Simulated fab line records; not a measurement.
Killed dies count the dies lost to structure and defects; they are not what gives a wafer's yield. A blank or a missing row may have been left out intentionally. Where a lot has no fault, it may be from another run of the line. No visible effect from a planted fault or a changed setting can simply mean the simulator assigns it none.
Which tool was responsible?    flow berkeleyCmos170    14 lots, 42 wafers sampled, at 4 steps of a route of 331

== WHAT EACH GAUGE READ, for each wafer ==
UCB170_START_THK_MEAS_03. Usual: START_OXIDE_THK gives 20.1 nm (standard deviation 0.34).
lot   measured     on            START_OXIDE_THK (nm)  flag
L624  day 1 15:06  filmMetro-03  20.3 20.6 20.7        
L625  day 1 20:27  filmMetro-03  20.9 20.6 20.6        
L626  day 2 00:26  filmMetro-03  19.9 20.1 19.9        
L627  day 2 06:19  filmMetro-02  20.7 20.2 20.4        
L628  day 2 10:46  filmMetro-02  20.0 20.3 19.8        
L630  day 2 17:46  filmMetro-03  20.6 20.5 20.4        
L629  day 2 17:47  filmMetro-02  20.3 20.3 20.2        
L631  day 3 01:42  filmMetro-02  20.4 20.3 20.4        
L632  day 3 10:17  filmMetro-03  20.4 19.9 20.3        
L638  day 4 13:36  filmMetro-03  20.0 20.1 20.0        
L639  day 4 17:35  filmMetro-01  19.7 20.1 20.0        
L641  day 5 05:39  filmMetro-02  19.6 19.7 19.8        
L644  day 5 19:10  filmMetro-01  20.5 20.7 20.5        
L647  day 6 08:18  filmMetro-03  19.8 20.0 20.0        

UCB170_ACTIVE_THK_MEAS_03. Usual: ACTIVE_OXIDE_THK gives 26.2 nm (standard deviation 0.44).
lot   measured     on            ACTIVE_OXIDE_THK (nm)  flag
L624  day 4 09:29  filmMetro-03  26.5 26.7 26.1         
L625  day 4 09:29  filmMetro-01  26.6 26.3 26.4         
L626  day 4 09:33  filmMetro-03  26.3 26.2 26.6         
L627  day 5 04:07  filmMetro-01  25.9 25.9 26.4         
L628  day 5 04:07  filmMetro-02  26.1 26.4 26.3         
L630  day 5 14:46  filmMetro-01  25.8 25.7 25.7         
L629  day 5 14:46  filmMetro-02  26.9 26.9 26.3         
L631  day 5 17:41  filmMetro-01  26.2 26.3 26.2         
L632  day 6 09:01  filmMetro-03  26.2 26.2 26.6         
L638  day 7 02:40  filmMetro-02  26.0 26.4 26.1         
L639  day 7 02:39  filmMetro-01  25.9 25.9 26.0         
L641  day 7 09:38  filmMetro-01  26.0 26.9 26.6         
L644  day 7 20:08  filmMetro-02  26.1 26.6 26.7         
L647  day 8 05:46  filmMetro-02  25.5 25.0 24.9         

UCB170_PLDD_TW_MEAS_11. Usual: PLDD_TW gives 1009 (standard deviation 6.3).
lot   measured      on            PLDD_TW         flag
L624  day 6 20:31   filmMetro-03  1005 1007 1005  
L625  day 6 20:39   filmMetro-03  1010 1009 1006  
L626  day 6 20:49   filmMetro-01  1007 1005 1005  
L627  day 7 06:33   filmMetro-01  1016 1010 1004  
L628  day 7 06:25   filmMetro-02  1007 1010 1011  
L630  day 7 18:47   filmMetro-01  1008 1004 1010  
L629  day 7 19:30   filmMetro-03  1000 995 1001   
L631  day 7 18:47   filmMetro-03  1001 1002 996   
L632  day 8 09:42   filmMetro-03  1009 1010 1009  
L638  day 9 08:35   filmMetro-02  1019 1021 1020  
L639  day 9 07:44   filmMetro-02  1021 1017 1015  
L641  day 9 11:01   filmMetro-03  1004 1011 1009  
L644  day 10 04:18  filmMetro-01  1005 1009 1012  
L647  day 10 11:50  filmMetro-02  1012 1009 1019  

== EACH LOT AND THE TOOL THAT RAN IT (in order: tool; ch and the chambers of the sampled wafers; start) ==
lot   UCB170_PVT_STRIP_08
L624  plasmaAsher-03 ch 0,1, day 6 06:41
L625  plasmaAsher-04 ch 0,1, day 6 06:16
L626  plasmaAsher-02 ch 0,1, day 6 06:32
L627  plasmaAsher-04 ch 0,1, day 6 17:41
L628  plasmaAsher-02 ch 0,1, day 6 17:18
L630  plasmaAsher-03 ch 0,1, day 7 03:45
L629  plasmaAsher-04 ch 0,1, day 7 03:43
L631  plasmaAsher-04 ch 0,1, day 7 03:31
L632  plasmaAsher-04 ch 0,1, day 7 20:35
L638  plasmaAsher-04 ch 1, day 8 15:22
L639  plasmaAsher-03 ch 0,1, day 8 15:09
L641  plasmaAsher-04 ch 0,1, day 8 22:50
L644  plasmaAsher-03 ch 0,1, day 9 15:56
L647  plasmaAsher-02 ch 1, day 9 22:03
- UCB170_PVT_STRIP_08: strips in O2.

== AS READ BY THE TOOLS THEMSELVES (means over the sampled wafers that have a number; for cases with no such wafer, the mark the record gives instead) ==
UCB170_PVT_STRIP_08. Usual: drypumpMotorCurrentA 5.9 A, standard deviation 0.59; o2FlowSccm 400.2 sccm, standard deviation 1; oesProductAu 0.734 a.u., standard deviation 0.0041; stripTimeToEndpointS 21.63 s, standard deviation 0.066.
lot   tool            drypumpMotorCurrentA (A)  o2FlowSccm (sccm)  oesProductAu (a.u.)  stripTimeToEndpointS (s)  flag
L624  plasmaAsher-03  5.9                       400.7              0.731                21.62                     
L625  plasmaAsher-04  6.1                       400.8              0.734                21.59                     
L626  plasmaAsher-02  5.8                       401.2              0.736                21.60                     
L627  plasmaAsher-04  6.1                       400.4              0.733                21.64                     
L628  plasmaAsher-02  5.7                       400.3              0.732                21.66                     
L630  plasmaAsher-03  5.8                       399.2              0.736                21.65                     
L629  plasmaAsher-04  5.7                       400.0              0.733                21.66                     
L631  plasmaAsher-04  6.2                       400.1              0.734                21.61                     
L632  plasmaAsher-04  5.7                       399.9              0.734                21.60                     
L638  plasmaAsher-04  5.3                       601.8              0.761                20.55                     OFF
L639  plasmaAsher-03  5.9                       400.6              0.737                21.63                     
L641  plasmaAsher-04  6.1                       600.0              0.759                20.57                     OFF
L644  plasmaAsher-03  5.9                       399.5              0.736                21.47                     
L647  plasmaAsher-02  5.2                       399.8              0.735                21.75                     

== THE ANSWER, worked out from the rows above alone ==
Rule: take the mean of a lot's wafers that have a number; if it is more than 3 standard deviations from the usual mean, the lot is off. A lot without any number at a reading at which 4 lots or more have one is off too. All remaining lots with rows at the step are treated as sound. The gauges are gone through in route order, then the tools' own readings, and for those a lot's mean is taken as printed above. The first step at which some lot is off is used, and at that step the reading that is off furthest; a lot without a number counts as furthest.
Off: L638, L641 (UCB170_PVT_STRIP_08, o2FlowSccm).
A tool fits if, at that step or a process step before it, it ran every lot that is off, and no sound lot after the first of them. One fits: plasmaAsher-04 at UCB170_PVT_STRIP_08. Its last sound lot is L632 (day 7 20:35), its first lot that is off L638 (day 8 15:22): a fault that began between those two fits.
The tool's own readings at UCB170_PVT_STRIP_08 bear it out: on the lots that are off they differ by more than 5 times the standard deviation of the sound lots' means. o2FlowSccm reads 600.9 sccm there against 400.2 sccm on the sound lots; oesProductAu reads 0.760 a.u. there against 0.734 a.u. on the sound lots; stripTimeToEndpointS reads 20.56 s there against 21.62 s on the sound lots.

== WHAT THE SIMULATOR HAD PUT IN ==
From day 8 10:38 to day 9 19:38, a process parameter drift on plasmaAsher-04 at UCB170_PVT_STRIP_08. A move of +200 in setting o2FlowSccm, from 400. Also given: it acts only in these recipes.
Struck lots among those shown: L638, L641. The rule given above showed the same thing.
